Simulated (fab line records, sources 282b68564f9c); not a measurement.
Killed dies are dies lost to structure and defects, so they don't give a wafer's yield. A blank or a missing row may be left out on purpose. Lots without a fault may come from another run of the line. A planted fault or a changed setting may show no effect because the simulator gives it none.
fab line records | flow rit_cmos
record lots=6 wafers=18 last_day=7
route steps=202 shown CONTACT@176 M1@184
lots that met no fault: from a run of the same line without faults
start_h: hours from the record's first day to the start of the lot's first wafer shown | wait_h: hours since the lot's step before | " the same as in the row above | L1.1+2: a row that stands for several wafers | - no value, or no start given | * or withheld: withheld | < > ~ a bound
route shown NAME@n: a module of which the file shows steps, and the number in the route of the first | usual: mean/standard deviation of fault-free wafers | same: alike in all rows | chamber/n: place in a boat | sites: the reading at each site | _std_site: their standard deviation | _edge_site: outer sites' mean less inner sites' | radius_mm: how far each site lies from the wafer's centre | mask NAME#n: copy n | behind: the tool/chamber that last shaped the wafer | hold: why the lot was held/for how many hours/how that ended | device: the transistor (n, p or np) that didn't switch | end of line: the same wafers' tests at the end of the route | a step without rows: its recipe alone | killed: dies lost to structure and defects at the first sort, not the wafer's yield | map: a wafer's dies, x killed, . not, _ none there
set.NAME: the setting as run; set.NAME@STEP: as run at that earlier step | model.NAME: the simulator's own value behind a step, which no gauge read
lots at some steps of the route; a table a step, a row a wafer
services: from which hour (start_h, from the record's first day; less than 0 if before it) a tool's chamber was out of use, for how many hours, and why
## steps
# step RIT_CONTACT_CD_MEAS_08
# recipe target_cd_nm=1000
# usual cd_nm=999.6/2
# columns lot.wafer tool chamber start_h wait_h cd_nm
L877.1 cd_sem-02 - 71.18 - 999.1
L877.3 " - " " 1000.4
L877.6 " - " " 999.4
L879.1 cd_sem-02 - 79.03 - 1002.2
L879.3 " - " " 1000.8
L879.4 " - " " 1000.2
L891.3 cd_sem-02 - 136.56 - 1002.7
L891.4 " - " " 1001.8
L891.5 " - " " 1000.2
L894.1 cd_sem-01 - 151.81 - 996.9
L894.2 " - " " 997.4
L894.4 " - " " 997.0
L895.1 cd_sem-01 - 158.90 - 997.9
L895.2 " - " " 996.8
L895.4 " - " " 996.8
L897.1 cd_sem-01 - 171.82 - 999.1
L897.2 " - " " 1001.1
L897.5 " - " " 997.5
# step RIT_CONTACT_OVL_MEAS_09
# usual CONTACT_OVL=0.7/1.5
# columns lot.wafer tool chamber start_h wait_h CONTACT_OVL[nm]
L877.1 overlay-02 - 71.30 0.1 -0.5
L877.3 " - " " 1.3
L877.6 " - " " -0.8
L879.1 overlay-02 - 79.15 0.1 0.4
L879.3 " - " " 2.1
L879.4 " - " " 1.5
L891.3 overlay-02 - 136.65 0.1 1.3
L891.4 " - " " 2.6
L891.5 " - " " 0.9
L894.1 overlay-02 - 151.93 0.1 -1.0
L894.2 " - " " -0.7
L894.4 " - " " -1.5
L895.1 overlay-01 - 159.02 0.1 2.7
L895.2 " - " " 3.2
L895.4 " - " " 2.4
L897.1 overlay-01 - 171.94 0.1 1.5
L897.2 " - " " -0.4
L897.5 " - " " -0.1
# step RIT_CONTACT_HARDBAKE_10
# recipe resist=NOVOLAK temp_c=140 time_s=60
# step RIT_CONTACT_ETCH_11
# recipe target_depth_a=4800 over_etch_frac=0.2 stop_on=TiSi2 chemistry=CHF3/CF4/Ar target=SiO2 CHF3_flow_sccm=50 cf4_flow_sccm=10 Ar_flow_sccm=100 O2_flow_sccm=5 pressure_mtorr=100 rf_w=200 time_s=320
# usual drypump_motor_current_A=5.8/0.43 oes_product_au=0.986/0.015 throttle_valve_pct=8.84/0.11
# columns lot.wafer tool chamber start_h wait_h drypump_motor_current_A oes_product_au rf_hours_counter_h throttle_valve_pct
L877.1 rie_diel-02 2 71.49 0.1 5.4 0.997 137 8.82
L877.3 " 1 " " 5.4 0.998 80 9.02
L877.6 " 1 " " 5.4 0.994 - 9.02
L879.1 rie_diel-02 1 79.34 0.1 5.4 0.992 80 9.00
L879.3 " 0 " " 6.2 0.995 115 9.00
L879.4 " 2 " " 5.4 0.996 137 8.80
L891.3 rie_diel-02 2 136.83 0.1 5.4 0.992 138 8.81
L891.4 " 1 " " 5.4 0.993 81 9.01
L891.5 " 0 " " 6.2 0.993 - 9.01
L894.1 rie_diel-02 3 152.11 0.1 5.8 0.971 0 8.61
L894.2 " 1 " " 5.4 0.993 82 9.02
L894.4 " 0 " " 6.3 1.000 117 9.01
L895.1 rie_diel-02 1 159.20 0.1 5.4 0.994 82 9.01
L895.2 " 3 " " 5.7 0.970 0 8.63
L895.4 " 2 " " 5.4 0.999 138 8.82
L897.1 rie_diel-02 0 172.13 0.1 6.3 0.995 117 9.01
L897.2 " 2 " " 5.4 0.994 139 8.82
L897.5 " 2 " " 5.4 0.998 - 8.80
# step RIT_CONTACT_STRIP_12
# recipe chemistry=O2 time_s=180 resist=NOVOLAK platen_temp_c=withheld power_w=500 pressure_mtorr=4000 o2_flow_sccm=4000
# usual drypump_motor_current_A=5.81/0.19
# columns lot.wafer tool chamber start_h wait_h drypump_motor_current_A rf_hours_counter_h
L877.1 plasma_asher-04 1 71.68 0.1 5.80 45
L877.3 " 1 " " 5.80 -
L877.6 " 1 " " 5.80 -
L879.1 plasma_asher-03 0 79.54 0.1 6.10 44
L879.3 " 1 " " 6.00 -
L879.4 " 0 " " 6.11 -
L891.3 plasma_asher-03 0 137.08 0.2 6.06 -
L891.4 " 1 " " 6.01 -
L891.5 " 1 " " 6.00 -
L894.1 plasma_asher-03 0 152.31 0.1 6.11 52
L894.2 " 1 " " 6.04 52
L894.4 " 1 " " 6.04 -
L895.1 plasma_asher-04 1 159.40 0.1 5.78 4
L895.2 " 0 " " 5.78 4
L895.4 " 1 " " 5.79 -
L897.1 plasma_asher-04 0 172.32 0.1 5.72 5
L897.2 " 1 " " 5.78 5
L897.5 " 0 " " 5.74 -
# step RIT_CONTACT_CD_MEAS_90
# recipe target_cd_nm=1000
# usual cd_nm=999.5/2
# columns lot.wafer tool chamber start_h wait_h cd_nm
L877.1 cd_sem-01 - 71.85 0.1 998.8
L877.3 " - " " 1000.4
L877.6 " - " " 999.3
L879.1 cd_sem-02 - 79.71 0.1 1002.8
L879.3 " - " " 1000.9
L879.4 " - " " 999.7
L891.3 cd_sem-02 - 137.23 0.1 1002.8
L891.4 " - " " 1002.0
L891.5 " - " " 1000.4
L894.1 cd_sem-01 - 152.48 0.1 997.3
L894.2 " - " " 996.7
L894.4 " - " " 997.5
L895.1 cd_sem-01 - 159.57 0.1 997.5
L895.2 " - " " 996.7
L895.4 " - " " 996.5
L897.1 cd_sem-02 - 172.50 0.1 998.8
L897.2 " - " " 1001.0
L897.5 " - " " 997.3
# step RIT_CONTACT_CLEAN_13
# recipe chemistry=SC1 mix=3:3:50 time_s=600 temp_c=75
# step RIT_CONTACT_CLEAN_14
# recipe chemistry=SC2 mix=3:3:50 time_s=600 temp_c=75 dry=n2_spin
# step RIT_M1_SPUTTER_00
# recipe material=Al target_thk_nm=400 power_w=1978 chamber_pressure_pa=0.4 gas=Ar time_s=500 substrate_temp_c=25
# usual throttle_valve_pct=30.1/1
# columns lot.wafer tool chamber start_h wait_h throttle_valve_pct
L877.1 pvd_sputter-03 - 72.36 0.0 30.4
L877.3 " - " " 30.9
L877.6 " - " " 29.7
L879.1 pvd_sputter-03 - 80.18 0.0 31.1
L879.3 " - " " 30.7
L879.4 " - " " 30.9
L891.3 pvd_sputter-03 - 137.70 0.0 29.7
L891.4 " - " " 29.8
L891.5 " - " " 30.4
L894.1 pvd_sputter-01 - 152.97 0.0 29.2
L894.2 " - " " 30.2
L894.4 " - " " 32.1
L895.1 pvd_sputter-03 - 160.04 0.0 30.9
L895.2 " - " " 30.5
L895.4 " - " " 29.7
L897.1 pvd_sputter-03 - 172.97 0.0 29.8
L897.2 " - " " 30.4
L897.5 " - " " 29.8
# step RIT_M1_RS_MEAS_01
# recipe thk_meas_gauge=four-point-probe reads=Al_of_M1_SPUTTER_00
# usual M1_AL_RS=0.0743/0.00076
# columns lot.wafer tool chamber start_h wait_h M1_AL_RS[ohm/sq]
L877.1 film_metro-01 - 72.65 0.1 0.0744
L877.3 " - " " 0.0743
L877.6 " - " " 0.0740
L879.1 film_metro-01 - 80.47 0.1 0.0739
L879.3 " - " " 0.0736
L879.4 " - " " 0.0742
L891.3 film_metro-01 - 138.03 0.2 0.0749
L891.4 " - " " 0.0744
L891.5 " - " " 0.0738
L894.1 film_metro-01 - 153.26 0.1 0.0734
L894.2 " - " " 0.0731
L894.4 " - " " 0.0732
L895.1 film_metro-03 - 160.34 0.1 0.0745
L895.2 " - " " 0.0745
L895.4 " - " " 0.0748
L897.1 film_metro-01 - 173.26 0.1 0.0742
L897.2 " - " " 0.0742
L897.5 " - " " 0.0742
# step RIT_M1_THK_MEAS_02
# recipe thk_meas_gauge=xrf reads=Al_of_M1_SPUTTER_00
# usual M1_AL_THK=391/4.2
# columns lot.wafer tool chamber start_h wait_h M1_AL_THK[nm]
L877.1 film_metro-01 - 72.77 0.1 392
L877.3 " - " " 390
L877.6 " - " " 393
L879.1 film_metro-01 - 80.59 0.1 395
L879.3 " - " " 396
L879.4 " - " " 389
L891.3 film_metro-01 - 138.13 0.1 388
L891.4 " - " " 388
L891.5 " - " " 395
L894.1 film_metro-01 - 153.38 0.1 394
L894.2 " - " " 396
L894.4 " - " " 394
L895.1 film_metro-03 - 160.46 0.1 389
L895.2 " - " " 390
L895.4 " - " " 389
L897.1 film_metro-01 - 173.38 0.1 390
L897.2 " - " " 389
L897.5 " - " " 393
# step RIT_M1_HMDS_03
# recipe prime_time_s=60 prime_temp_c=140
# step RIT_M1_COAT_04
# recipe resist=NOVOLAK spin_rpm=2000 resist_thk_nm=1300
# usual dispense_pressure_kPa=51.0/1.6 spin_speed_rpm=1999.9/1.4
# columns lot.wafer tool chamber start_h wait_h dispense_pressure_kPa spin_speed_rpm model.NOVOLAK_of_M1_COAT_04.thk_nm
L877.1 litho_track-02 0 72.98 0.1 54.4 1999.9 1292
L877.3 " 0 " " 54.4 1997.8 1293
L877.6 " 0 " " 54.4 1998.7 1294
L879.1 litho_track-04 0 80.80 0.1 49.9 1997.1 1295
L879.3 " 0 " " 49.8 1998.2 1300
L879.4 " 0 " " 49.9 1997.8 1301
L891.3 litho_track-01 0 138.37 0.1 50.7 1998.4 1296
L891.4 " 0 " " 50.8 2002.8 1300
L891.5 " 0 " " 50.8 2000.1 1302
L894.1 litho_track-01 0 153.59 0.1 50.7 1612.3 1442
L894.2 " 0 " " 50.7 1614.7 1441
L894.4 " 0 " " 50.7 1612.7 1438
L895.1 litho_track-01 0 160.67 0.1 50.8 1614.0 1448
L895.2 " 0 " " 50.8 1614.8 1444
L895.4 " 0 " " 50.7 1614.6 1445
L897.1 litho_track-04 0 173.59 0.1 49.9 1999.7 1303
L897.2 " 0 " " 50.0 2000.7 1308
L897.5 " 0 " " 50.0 1998.5 1305
# step RIT_M1_SOFTBAKE_05
# recipe resist=NOVOLAK temp_c=90 time_s=60
# step RIT_M1_EXPOSE_06
# recipe mask_id=M12 na=0.6 source_shape=conventional sigma_outer=0.5 target_cd_nm=2600 dose_mj=250
# step RIT_M1_PEB_07
# recipe resist=NOVOLAK temp_c=withheld time_s=withheld
# step RIT_M1_DEVELOP_08
# recipe resist=NOVOLAK develop_time_s=68 dev_temp_c=23
# step RIT_M1_CD_MEAS_09
# recipe target_cd_nm=2600
# usual cd_nm=2599.6/1.7
# columns lot.wafer tool chamber start_h wait_h cd_nm
L877.1 cd_sem-02 - 73.84 - 2597.9
L877.3 " - " " 2595.7
L877.6 " - " " 2596.2
L879.1 cd_sem-02 - 81.66 - 2599.6
L879.3 " - " " 2598.8
L879.4 " - " " 2598.3
L891.3 cd_sem-02 - 139.17 - 2598.0
L891.4 " - " " 2599.3
L891.5 " - " " 2599.6
L894.1 cd_sem-02 - 154.32 - 2613.0
L894.2 " - " " 2612.5
L894.4 " - " " 2611.0
L895.1 cd_sem-02 - 161.52 - 2613.1
L895.2 " - " " 2612.2
L895.4 " - " " 2612.8
L897.1 cd_sem-01 - 174.32 - 2599.9
L897.2 " - " " 2599.8
L897.5 " - " " 2601.3
# step RIT_M1_OVL_MEAS_10
# usual M1_OVL=0.9/1.5
# columns lot.wafer tool chamber start_h wait_h M1_OVL[nm]
L877.1 overlay-01 - 73.96 0.1 1.7
L877.3 " - " " 0.4
L877.6 " - " " 3.2
L879.1 overlay-01 - 81.78 0.1 0.5
L879.3 " - " " -0.8
L879.4 " - " " -1.0
L891.3 overlay-01 - 139.26 0.1 1.1
L891.4 " - " " 2.2
L891.5 " - " " -0.8
L894.1 overlay-02 - 154.44 0.1 0.5
L894.2 " - " " 1.8
L894.4 " - " " 1.5
L895.1 overlay-02 - 161.64 0.1 1.8
L895.2 " - " " 1.1
L895.4 " - " " 0.1
L897.1 overlay-02 - 174.44 0.1 -0.6
L897.2 " - " " 1.0
L897.5 " - " " 0.6
# step RIT_M1_HARDBAKE_11
# recipe resist=NOVOLAK temp_c=140 time_s=120
# step RIT_M1_METAL_ETCH_12
# recipe stop_on=SiO2 chemistry=Cl2/BCl3 target=Al time_s=165 over_etch_frac=0.5 pressure_mtorr=98.29 target_depth_a=6000 rf_w=250 Cl2_flow_sccm=60 bcl3_flow_sccm=50
# usual drypump_motor_current_A=5.8/0.35 mfc_cl2_sccm=60.00/0.15 oes_product_au=0.774/0.014 throttle_valve_pct=8.43/0.095
# columns lot.wafer tool chamber start_h wait_h drypump_motor_current_A mfc_cl2_sccm oes_product_au rf_hours_counter_h throttle_valve_pct model.NOVOLAK_of_M1_COAT_04.thk_nm
L877.1 rie_metal-04 0 74.24 0.2 5.8 60.08 0.764 4.0 8.43 791.5
L877.3 " 1 " " 5.2 59.94 0.780 - 8.46 795.5
L877.6 " 0 " " 5.8 60.06 0.759 - 8.43 793.9
L879.1 rie_metal-01 0 82.07 0.2 5.7 60.07 0.788 2.3 8.44 806.6
L879.3 " 1 " " 6.3 60.04 0.760 - 8.45 803.4
L879.4 " 0 " " 5.7 59.90 0.780 - 8.43 810.1
L891.3 rie_metal-01 0 139.59 0.2 5.7 60.07 0.795 - 8.43 802.3
L891.4 " 1 " " 6.3 59.84 0.755 - 8.48 800.9
L891.5 " 0 " " 5.7 60.07 0.797 - 8.44 809.2
L894.1 rie_metal-01 1 154.73 0.2 6.3 59.83 0.757 3.2 8.46 924.1
L894.2 " 0 " " 5.7 60.05 0.802 3.2 8.42 930.1
L894.4 " 0 " " 5.7 60.21 0.795 - 8.42 931.1
L895.1 rie_metal-04 0 161.93 0.2 5.8 59.96 0.767 5.0 8.46 927.1
L895.2 " 1 " " 5.2 59.88 0.779 5.4 8.45 927.8
L895.4 " 0 " " 5.8 59.95 0.758 - 8.43 927.4
L897.1 rie_metal-01 0 174.73 0.2 5.7 60.17 0.795 3.4 8.43 811.9
L897.2 " 1 " " 6.3 60.19 0.761 3.4 8.47 808.8
L897.5 " 1 " " 6.3 60.36 0.757 - 8.47 804.8
# step RIT_M1_STRIP_13
# recipe chemistry=nmp resist=NOVOLAK temp_c=80 time_s=600 dry=n2_spin
# step RIT_M1_PROBE_99
# usual defect_limited_yield=97.4/1.1 killed_at_M0_to_M3=0.0/0.2 killed_at_contacts=0.1/0.32 killed_at_front_end=6.7/2.9 killed_dies=6.8/2.9 killed_open=3.3/1.7 killed_short=3.4/2.1 sort_bin_3_pad_short=0.1/0.2 sort_bin_5_function=1.5/0.76 sort_bin_6_memory=1.0/0.65 sort_n_pass=257.2/2.9 sort_yield_pct=97.4/1.1
# same gross_dies=264 killed_at_M4_up=0 killed_at_back_side=0 killed_at_other=0
# columns lot.wafer tool chamber start_h wait_h defect_limited_yield[%] killed_at_M0_to_M3 killed_at_contacts killed_at_front_end killed_dies killed_open killed_short sort_bin_3_pad_short[%] sort_bin_5_function[%] sort_bin_6_memory[%] sort_n_pass sort_yield_pct[%]
L877.1 prober-01 - 76.49 0.1 97.0 0 0 8 8 2 6 0 1.9 1.1 256.0 97.0
L877.3 prober-01 - 76.59 0.2 95.8 1 0 10 11 7 4 0 2.3 1.9 253.0 95.8
L877.6 prober-01 - 76.74 0.2 98.5 0 0 4 4 2 2 0 0.8 0.8 260.0 98.5
L879.1 prober-01 - 84.58 0.1 96.2 0 0 10 10 4 6 0.4 1.5 1.9 254.0 96.2
L879.3 prober-01 - 84.68 0.2 95.8 0 0 11 11 6 5 0 2.7 1.5 253.0 95.8
L879.4 prober-01 - 84.73 0.2 95.5 0 1 11 12 4 8 0.4 2.3 1.9 252.0 95.5
L891.3 prober-01 - 143.98 0.2 96.2 0 0 10 10 1 9 0.4 1.5 1.9 254.0 96.2
L891.4 prober-01 - 144.03 0.2 94.7 0 0 14 14 9 4 0.4 1.5 3.4 250.0 94.7
L891.5 prober-01 - 144.08 0.2 95.8 0 0 11 11 7 4 0 3.4 0.8 253.0 95.8
L894.1 prober-02 - 156.98 0.1 97.0 0 0 8 8 3 5 0 1.9 1.1 256.0 97.0
L894.2 prober-02 - 157.03 0.1 96.2 0 0 10 10 7 3 0 3.0 0.8 254.0 96.2
L894.4 prober-02 - 157.13 0.2 97.7 0 0 6 6 4 2 0.4 1.1 0.8 258.0 97.7
L895.1 prober-01 - 165.07 0.1 97.3 0 0 7 7 5 2 0 1.1 1.5 257.0 97.3
L895.2 prober-01 - 165.12 0.1 98.1 0 0 5 5 3 2 0 1.1 0.8 259.0 98.1
L895.4 prober-01 - 165.22 0.2 97.3 0 0 7 7 2 5 0 1.5 1.1 257.0 97.3
L897.1 prober-01 - 177.14 0.1 98.1 0 0 5 5 2 3 0 1.9 0 259.0 98.1
L897.2 prober-01 - 177.19 0.1 95.5 0 0 12 12 4 8 0 2.3 2.3 252.0 95.5
L897.5 prober-01 - 177.34 0.2 96.6 0 0 9 9 4 5 0.4 1.5 1.5 255.0 96.6
# killed by level:class
L877.1 GATE:geometric_particle:short=4 FOX2:geometric_particle:open=1 REOX:geometric_particle:short=1 REOX:geometric_particle:open=1 SILICIDE:geometric_particle:short=1
L877.3 GATE:geometric_particle:short=4 GATE:geometric_particle:open=3 FOX1:geometric_particle:open=2 FOX2:geometric_particle:open=1 M1:geometric_particle:open=1
L877.6 GATE:geometric_particle:open=2 GATE:geometric_particle:short=2
L879.1 GATE:geometric_particle:short=3 FOX1:geometric_particle:open=2 FOX1:geometric_particle:short=1 GATE:geometric_particle:open=1 REOX:geometric_particle:short=1 REOX:geometric_particle:open=1 SILICIDE:geometric_particle:short=1
L879.3 GATE:geometric_particle:short=4 SILICIDE:geometric_particle:open=3 GATE:geometric_particle:open=2 FOX1:geometric_particle:open=1 SILICIDE:geometric_particle:short=1
L879.4 FOX1:geometric_particle:short=3 SILICIDE:geometric_particle:short=2 SILICIDE:geometric_particle:open=2 FOX2:geometric_particle:short=1 GATE:geometric_particle:short=1 GATE:geometric_particle:open=1 REOX:geometric_particle:open=1 CONTACT:geometric_particle:short=1
L891.3 FOX2:geometric_particle:short=4 FOX1:geometric_particle:short=2 GATE:geometric_particle:short=2 REOX:geometric_particle:short=1 SPACER:geometric_particle:open=1
L891.4 GATE:geometric_particle:open=3 FOX2:geometric_particle:open=2 SPACER:geometric_particle:short=2 ACTIVE:geometric_particle:open=1 FOX1:geometric_particle:open=1 FOX1:geometric_particle:short=1 FOX2:geometric_particle:short=1 REOX:geometric_particle:open=1
L891.5 FOX1:geometric_particle:short=2 FOX2:geometric_particle:open=2 GATE:geometric_particle:open=2 SILICIDE:geometric_particle:open=2 FOX1:geometric_particle:open=1 GATE:geometric_particle:short=1 SPACER:geometric_particle:short=1
L894.1 REOX:geometric_particle:short=2 SPACER:geometric_particle:short=2 FOX1:geometric_particle:open=1 GATE:geometric_particle:short=1 SPACER:geometric_particle:open=1 SILICIDE:geometric_particle:open=1
L894.2 GATE:geometric_particle:open=3 FOX1:geometric_particle:short=1 FOX1:geometric_particle:open=1 FOX2:geometric_particle:short=1 GATE:geometric_particle:short=1 REOX:geometric_particle:open=1 SPACER:geometric_particle:open=1 SILICIDE:geometric_particle:open=1
L894.4 FOX1:geometric_particle:short=1 FOX2:geometric_particle:open=1 REOX:geometric_particle:open=1 REOX:geometric_particle:short=1 SPACER:geometric_particle:open=1 SILICIDE:geometric_particle:open=1
L895.1 FOX1:geometric_particle:open=2 FOX1:geometric_particle:short=1 GATE:geometric_particle:open=1 REOX:geometric_particle:short=1 REOX:geometric_particle:open=1 SPACER:geometric_particle:open=1
L895.2 GATE:geometric_particle:open=2 GATE:geometric_particle:short=1 REOX:geometric_particle:short=1 SPACER:geometric_particle:open=1
L895.4 GATE:geometric_particle:short=2 FOX1:geometric_particle:short=1 GATE:geometric_particle:open=1 REOX:geometric_particle:short=1 SPACER:geometric_particle:short=1 SPACER:geometric_particle:open=1
L897.1 REOX:geometric_particle:short=2 SPACER:geometric_particle:open=2 GATE:geometric_particle:short=1
L897.2 GATE:geometric_particle:short=4 REOX:geometric_particle:short=2 SILICIDE:geometric_particle:open=2 FOX1:geometric_particle:open=1 FOX2:geometric_particle:short=1 GATE:geometric_particle:open=1 SILICIDE:geometric_particle:short=1
L897.5 GATE:geometric_particle:short=2 SPACER:geometric_particle:open=2 FOX1:geometric_particle:short=1 FOX1:geometric_particle:open=1 REOX:geometric_particle:short=1 REOX:geometric_particle:open=1 SPACER:geometric_particle:short=1
## services
# columns tool chamber start_h hours kind
pvd_sputter-03 - 49.02 1.1 repair
rie_metal-04 0 66.78 3.4 repair
pvd_sputter-01 - 85.01 2.2 repair
rie_diel-02 3 106.31 6.2 repair
plasma_asher-04 - 108.81 9.0 pm
plasma_asher-04 0 108.81 9.0 vent_cycle
plasma_asher-04 1 108.81 9.0 vent_cycle
pvd_sputter-03 - 110.40 2.4 repair
rie_diel-02 3 112.75 - clean
rie_diel-02 3 112.75 23.8 scheduled_down
rie_diel-02 3 112.75 23.8 vent_cycle
pvd_sputter-01 - 115.29 4.9 repair
plasma_asher-04 0 117.81 - clean
plasma_asher-04 1 117.81 - clean
plasma_asher-04 - 153.94 2.8 pm
## key
first_sign step=RIT_M1_COAT_04 reading=spin_speed_rpm direction=down sigmas=99+ usual=1999.9 struck=1613.9
effect step=RIT_M1_CD_MEAS_09 reading=cd_nm direction=up sigmas=7.4 usual=2599.6 struck=2612.4
model_effect step=RIT_M1_COAT_04 value=NOVOLAK_of_M1_COAT_04.thk_nm without=1297 struck=1443
model_effect step=RIT_M1_METAL_ETCH_12 value=NOVOLAK_of_M1_COAT_04.thk_nm without=802.1 struck=927.9
met_at RIT_M1_COAT_04
struck_wafers L894.1,L894.2,L894.4,L895.1,L895.2,L895.4
onset_between 138.37 153.59
fault kind=process_parameter_drift tool=litho_track-01 chamber=- onset_h=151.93 steps=RIT_M1_COAT_04 channel=spin_rpm offset=-384.88 shape=step end_h=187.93 acts_in=these_recipes_only stated=2000
